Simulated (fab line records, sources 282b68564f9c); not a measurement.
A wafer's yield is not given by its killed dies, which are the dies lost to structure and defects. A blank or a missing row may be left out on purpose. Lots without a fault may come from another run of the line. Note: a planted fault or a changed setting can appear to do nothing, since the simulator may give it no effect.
The tool behind it: which one? / flow rit cmos / 45 wafers from 15 lots sampled at 4 of the route's 202 steps

WHAT THE GAUGES SHOWED, per wafer
RIT_ACTIVE_CD_MEAS_11 targets a cd of 1400 nm. Usual: cd nm 1399.8 nm, standard deviation 2.5.
lot=L433; measured=day 1 14:37; on=cd sem-02; cd nm (nm)=1399.3 1397.6 1399.1; flag=
lot=L434; measured=day 1 20:05; on=cd sem-02; cd nm (nm)=1401.0 1400.4 1400.9; flag=
lot=L435; measured=day 2 00:35; on=cd sem-02; cd nm (nm)=1399.5 1398.3 1397.6; flag=
lot=L436; measured=day 2 05:38; on=cd sem-02; cd nm (nm)=1401.6 1399.9 1397.0; flag=
lot=L438; measured=day 2 15:54; on=cd sem-02; cd nm (nm)=1404.4 1404.9 1402.1; flag=
lot=L445; measured=day 4 02:28; on=cd sem-01; cd nm (nm)=1392.6 1393.6 1392.8; flag=
lot=L446; measured=day 4 07:28; on=cd sem-01; cd nm (nm)=1400.8 1396.1 1397.0; flag=
lot=L447; measured=day 4 12:34; on=cd sem-01; cd nm (nm)=1401.1 1403.2 1400.3; flag=
lot=L448; measured=day 4 17:26; on=cd sem-02; cd nm (nm)=1404.9 1403.2 1404.0; flag=
lot=L449; measured=day 4 22:26; on=cd sem-02; cd nm (nm)=1403.4 1401.1 1401.7; flag=
lot=L451; measured=day 5 08:26; on=cd sem-02; cd nm (nm)=1397.4 1397.6 1397.8; flag=
lot=L452; measured=day 5 14:16; on=cd sem-01; cd nm (nm)=1402.7 1401.7 1400.1; flag=
lot=L453; measured=day 5 18:28; on=cd sem-01; cd nm (nm)=1396.9 1399.8 1399.0; flag=
lot=L454; measured=day 5 23:26; on=cd sem-01; cd nm (nm)=1400.7 1398.7 1396.9; flag=
lot=L456; measured=day 6 09:28; on=cd sem-01; cd nm (nm)=1395.7 1397.4 1396.5; flag=

RIT_M1_THK_MEAS_02: measures by xrf. Usual: for M1_AL_THK the level is 401 nm and the standard deviation is 4.7.
lot=L433; measured=day 3 06:53; on=film metro-01; M1_AL_THK (nm)=405 406 404; flag=
lot=L434; measured=day 3 11:27; on=film metro-02; M1_AL_THK (nm)=401 400 399; flag=
lot=L435; measured=day 3 16:34; on=film metro-02; M1_AL_THK (nm)=406 410 404; flag=
lot=L436; measured=day 4 00:28; on=film metro-04; M1_AL_THK (nm)=401 399 396; flag=
lot=L438; measured=day 4 07:20; on=film metro-02; M1_AL_THK (nm)=395 396 400; flag=
lot=L448; measured=day 6 07:57; on=film metro-02; M1_AL_THK (nm)=399 399 399; flag=
lot=L449; measured=day 6 12:28; on=film metro-04; M1_AL_THK (nm)=406 403 401; flag=
lot=L451; measured=day 7 01:46; on=film metro-01; M1_AL_THK (nm)=403 398 403; flag=
lot=L452; measured=day 7 05:01; on=film metro-02; M1_AL_THK (nm)=401 398 400; flag=
lot=L453; measured=day 7 09:53; on=film metro-04; M1_AL_THK (nm)=400 403 402; flag=
lot=L454; measured=day 7 14:33; on=film metro-01; M1_AL_THK (nm)=399 393 397; flag=
lot=L456; measured=day 8 01:55; on=film metro-04; M1_AL_THK (nm)=408 410 409; flag=

WHICH TOOL RAN EACH LOT (tool, then ch and the chambers of the sampled wafers, then the start)
lot=L433; RIT_FOX2_OXIDATION_00=furnace-01 ch 0, day 1 17:30; RIT_CONTACT_STRIP_12=plasma asher-03 ch 0,1, day 3 05:50
lot=L434; RIT_FOX2_OXIDATION_00=furnace-01 ch 0, day 1 23:47; RIT_CONTACT_STRIP_12=plasma asher-02 ch 0,1, day 3 10:24
lot=L435; RIT_FOX2_OXIDATION_00=furnace-04 ch 0, day 2 03:15; RIT_CONTACT_STRIP_12=plasma asher-03 ch 0,1, day 3 15:28
lot=L436; RIT_FOX2_OXIDATION_00=furnace-04 ch 0, day 2 10:34; RIT_CONTACT_STRIP_12=plasma asher-03 ch 0,1, day 3 23:24
lot=L438; RIT_FOX2_OXIDATION_00=furnace-04 ch 0, day 2 18:58; RIT_CONTACT_STRIP_12=plasma asher-01 ch 0, day 4 06:16
lot=L445; RIT_FOX2_OXIDATION_00=furnace-04, day 4 05:00; RIT_CONTACT_STRIP_12=-
lot=L446; RIT_FOX2_OXIDATION_00=furnace-04, day 4 10:55; RIT_CONTACT_STRIP_12=-
lot=L447; RIT_FOX2_OXIDATION_00=furnace-04, day 4 15:08; RIT_CONTACT_STRIP_12=-
lot=L448; RIT_FOX2_OXIDATION_00=furnace-01 ch 0, day 4 20:01; RIT_CONTACT_STRIP_12=plasma asher-02 ch 0,1, day 6 06:43
lot=L449; RIT_FOX2_OXIDATION_00=furnace-01 ch 0, day 5 01:01; RIT_CONTACT_STRIP_12=plasma asher-02 ch 0,1, day 6 11:25
lot=L451; RIT_FOX2_OXIDATION_00=furnace-04 ch 0, day 5 11:25; RIT_CONTACT_STRIP_12=plasma asher-02 ch 0,1, day 7 00:42
lot=L452; RIT_FOX2_OXIDATION_00=furnace-02 ch 0, day 5 16:55; RIT_CONTACT_STRIP_12=plasma asher-02 ch 0,1, day 7 03:56
lot=L453; RIT_FOX2_OXIDATION_00=furnace-02 ch 0, day 5 21:51; RIT_CONTACT_STRIP_12=plasma asher-03 ch 0, day 7 08:49
lot=L454; RIT_FOX2_OXIDATION_00=furnace-01 ch 0, day 6 02:02; RIT_CONTACT_STRIP_12=plasma asher-03 ch 0,1, day 7 13:29
lot=L456; RIT_FOX2_OXIDATION_00=furnace-02 ch 0, day 6 13:27; RIT_CONTACT_STRIP_12=plasma asher-03 ch 1, day 8 00:50
- RIT_FOX2_OXIDATION_00: target thk 350.7 nm, ox time 1130 s.
- RIT_CONTACT_STRIP_12: strips in O2, time 180 s.

WHAT THE TOOLS THEMSELVES READ (means of the sampled wafers that have a number; where no wafer has one, the mark that the record gives instead)
RIT_FOX2_OXIDATION_00. Usual: ox temp c 1100.1 C, standard deviation 0.47; ox temp c max 1105.0, standard deviation 0.98; spike tc source C 1126 C, standard deviation 3.4.
lot=L433; tool=furnace-01; ox temp c (C)=1099.7; ox temp c max=1103.6; spike tc source C (C)=1123; flag=
lot=L434; tool=furnace-01; ox temp c (C)=1100.5; ox temp c max=1104.7; spike tc source C (C)=1123; flag=
lot=L435; tool=furnace-04; ox temp c (C)=1100.4; ox temp c max=1105.0; spike tc source C (C)=1125; flag=
lot=L436; tool=furnace-04; ox temp c (C)=1100.1; ox temp c max=1105.4; spike tc source C (C)=1125; flag=
lot=L438; tool=furnace-04; ox temp c (C)=1099.7; ox temp c max=1104.5; spike tc source C (C)=1124; flag=
lot=L445; tool=furnace-04; ox temp c (C)=-; ox temp c max=-; spike tc source C (C)=-; flag=OFF
lot=L446; tool=furnace-04; ox temp c (C)=-; ox temp c max=-; spike tc source C (C)=-; flag=OFF
lot=L447; tool=furnace-04; ox temp c (C)=-; ox temp c max=-; spike tc source C (C)=-; flag=OFF
lot=L448; tool=furnace-01; ox temp c (C)=1100.1; ox temp c max=1104.2; spike tc source C (C)=1122; flag=
lot=L449; tool=furnace-01; ox temp c (C)=1100.0; ox temp c max=1103.9; spike tc source C (C)=1123; flag=
lot=L451; tool=furnace-04; ox temp c (C)=1100.5; ox temp c max=1106.4; spike tc source C (C)=1124; flag=
lot=L452; tool=furnace-02; ox temp c (C)=1100.3; ox temp c max=1105.2; spike tc source C (C)=1131; flag=
lot=L453; tool=furnace-02; ox temp c (C)=1099.8; ox temp c max=1105.4; spike tc source C (C)=1130; flag=
lot=L454; tool=furnace-01; ox temp c (C)=1099.9; ox temp c max=1103.2; spike tc source C (C)=1121; flag=
lot=L456; tool=furnace-02; ox temp c (C)=1100.5; ox temp c max=1105.3; spike tc source C (C)=1131; flag=

RIT_CONTACT_STRIP_12. Usual: drypump motor current A 5.4 A, standard deviation 0.53.
lot=L433; tool=plasma asher-03; drypump motor current A (A)=5.1; flag=
lot=L434; tool=plasma asher-02; drypump motor current A (A)=5.7; flag=
lot=L435; tool=plasma asher-03; drypump motor current A (A)=5.1; flag=
lot=L436; tool=plasma asher-03; drypump motor current A (A)=5.1; flag=
lot=L438; tool=plasma asher-01; drypump motor current A (A)=5.4; flag=
lot=L448; tool=plasma asher-02; drypump motor current A (A)=5.7; flag=
lot=L449; tool=plasma asher-02; drypump motor current A (A)=5.3; flag=
lot=L451; tool=plasma asher-02; drypump motor current A (A)=5.7; flag=
lot=L452; tool=plasma asher-02; drypump motor current A (A)=5.7; flag=
lot=L453; tool=plasma asher-03; drypump motor current A (A)=5.8; flag=
lot=L454; tool=plasma asher-03; drypump motor current A (A)=5.1; flag=
lot=L456; tool=plasma asher-03; drypump motor current A (A)=4.8; flag=

THE ANSWER, worked out from the rows above alone
Rule: lot off if the mean of its wafers having a number is beyond 3 standard deviations from the usual mean. A lot without any number at a reading at which 4 lots or more have one is off too. Where the step has rows for the other lots, those lots are counted as sound. Order of review: gauges by route order, followed by the tools' own readings, for which a lot's mean as printed above is used. At the first step where some lot is off, the reading lying furthest off is the one used; lots without a number count as furthest.
Off: L445, L446, L447 (RIT_FOX2_OXIDATION_00, ox temp c). Without a number there: L445, L446, L447.
If a tool, at that step or one of the process steps before it, ran each lot that is off and ran no sound lot following the first of them, it fits. None of those tried fits.

WHAT THE SIMULATOR HAD INSERTED
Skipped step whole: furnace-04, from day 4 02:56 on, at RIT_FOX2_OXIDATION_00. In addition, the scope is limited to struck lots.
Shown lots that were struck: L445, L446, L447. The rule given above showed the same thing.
